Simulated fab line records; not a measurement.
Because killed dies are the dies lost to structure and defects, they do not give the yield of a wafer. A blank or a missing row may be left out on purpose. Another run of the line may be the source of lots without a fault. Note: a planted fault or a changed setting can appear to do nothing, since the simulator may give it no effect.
Which of the tools did it? | flow berkeley cmos170 | 16 lots, 48 wafers sampled, at 2 steps of a route of 331

== WHAT EACH GAUGE READ, for each wafer ==
UCB170_NLDD_OVL_MEAS_07.
lot  | measured     | on         | NLDD_OVL (nm)
L928 | day 7 01:40  | overlay-01 | -7 -9 -11
L930 | day 7 02:01  | overlay-02 | 3 7 -2
L929 | day 7 02:09  | overlay-01 | -7 -4 3
L934 | day 8 02:10  | overlay-02 | -7 -4 -5
L931 | day 8 02:25  | overlay-01 | -7 -2 -5
L935 | day 8 19:10  | overlay-02 | -11 -10 -2
L937 | day 8 19:11  | overlay-01 | -11 -3 -9
L938 | day 9 02:20  | overlay-02 | -13 -11 -15
L940 | day 9 19:18  | overlay-01 | 169 168 172
L939 | day 9 19:33  | overlay-02 | 3 -3 -7
L941 | day 9 19:53  | overlay-01 | 162 174 171
L942 | day 10 09:13 | overlay-01 | 182 171 177
L943 | day 10 09:27 | overlay-02 | 0 -8 1
L945 | day 10 18:24 | overlay-02 | 175 172 176
L944 | day 11 07:26 | overlay-02 | -8 6 0
L948 | day 11 08:00 | overlay-01 | -8 -7 1

== WHAT TOOL EACH LOT RAN ON (gives the tool, then ch and the chambers of the sampled wafers, and finally the start) ==
lot  | UCB170_NLDD_EXPOSE_03
L928 | krf scanner-01 ch 0, day 7 00:43
L930 | krf scanner-02 ch 0, day 7 01:02
L929 | krf scanner-01 ch 0, day 7 01:19
L934 | krf scanner-02 ch 0, day 8 01:14
L931 | krf scanner-02 ch 0, day 8 01:35
L935 | krf scanner-01 ch 0, day 8 17:55
L937 | krf scanner-02 ch 0, day 8 18:10
L938 | krf scanner-01 ch 0, day 9 01:52
L940 | krf scanner-01 ch 0, day 9 18:49
L939 | krf scanner-02 ch 0, day 9 19:03
L941 | krf scanner-01 ch 0, day 9 19:23
L942 | krf scanner-01 ch 0, day 10 08:23
L943 | krf scanner-02 ch 0, day 10 08:55
L945 | krf scanner-01 ch 0, day 10 17:53
L944 | krf scanner-02 ch 0, day 11 06:56
L948 | krf scanner-02 ch 0, day 11 07:27
- UCB170_NLDD_EXPOSE_03: exposes mask NSELECT, target cd 1200 nm.

== WHAT THE TOOLS THEMSELVES READ (means of the sampled wafers that have a number; where no wafer has one, the mark that the record gives instead) ==
UCB170_NLDD_EXPOSE_03.
lot  | tool           | focus offset nm (nm)
L928 | krf scanner-01 | -0.2
L930 | krf scanner-02 | 0.4
L929 | krf scanner-01 | 0.5
L934 | krf scanner-02 | 0.9
L931 | krf scanner-02 | 0.0
L935 | krf scanner-01 | 0.6
L937 | krf scanner-02 | 0.2
L938 | krf scanner-01 | -1.0
L940 | krf scanner-01 | 0.4
L939 | krf scanner-02 | -0.0
L941 | krf scanner-01 | 0.1
L942 | krf scanner-01 | -0.2
L943 | krf scanner-02 | -0.6
L945 | krf scanner-01 | 0.4
L944 | krf scanner-02 | 0.0
L948 | krf scanner-02 | -0.3

== THE ANSWER, worked out from the rows above alone ==
Rule: what is usual is taken from the lots themselves. Put in order of their means at a reading, lots are off if they are a third of the lots or fewer, leave a main group of 4 or more, and stand apart from it by a gap of 3 or more times the standard deviation of the main group's means; of several such gaps the widest counts. The tables above print the reading to a certain number of digits; a main group whose means all agree to those digits is not used. Also off: a lot with no number at a reading for which 4 or more lots have one. Any other lot the step has rows for is counted as sound. Order of review: gauges by route order, followed by the tools' own readings, for which a lot's mean as printed above is used. At the first step where some lot is off, the reading lying furthest off is the one used; lots without a number count as furthest.
Off: L940, L941, L942, L945, seen at UCB170_NLDD_OVL_MEAS_07 (NLDD_OVL). Main group: mean -5 nm, sd 4.
A tool fits if, at a process step before that reading, it ran every lot that is off, and no sound lot after the first of them. The gauges at UCB170_NLDD_OVL_MEAS_07 are tried like those tools. One fits: krf scanner-01 at UCB170_NLDD_EXPOSE_03. Its last sound lot is L938 (day 9 01:52), its first lot that is off L940 (day 9 18:49): a fault that began between those two fits.

== WHAT WAS PUT IN BY THE SIMULATOR ==
Scanner matching overlay: krf scanner-01, from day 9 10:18 on, at UCB170_NLDD_EXPOSE_03. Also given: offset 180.
Lots struck among those shown: L940, L941, L942, L945. The rule given above showed the same thing.
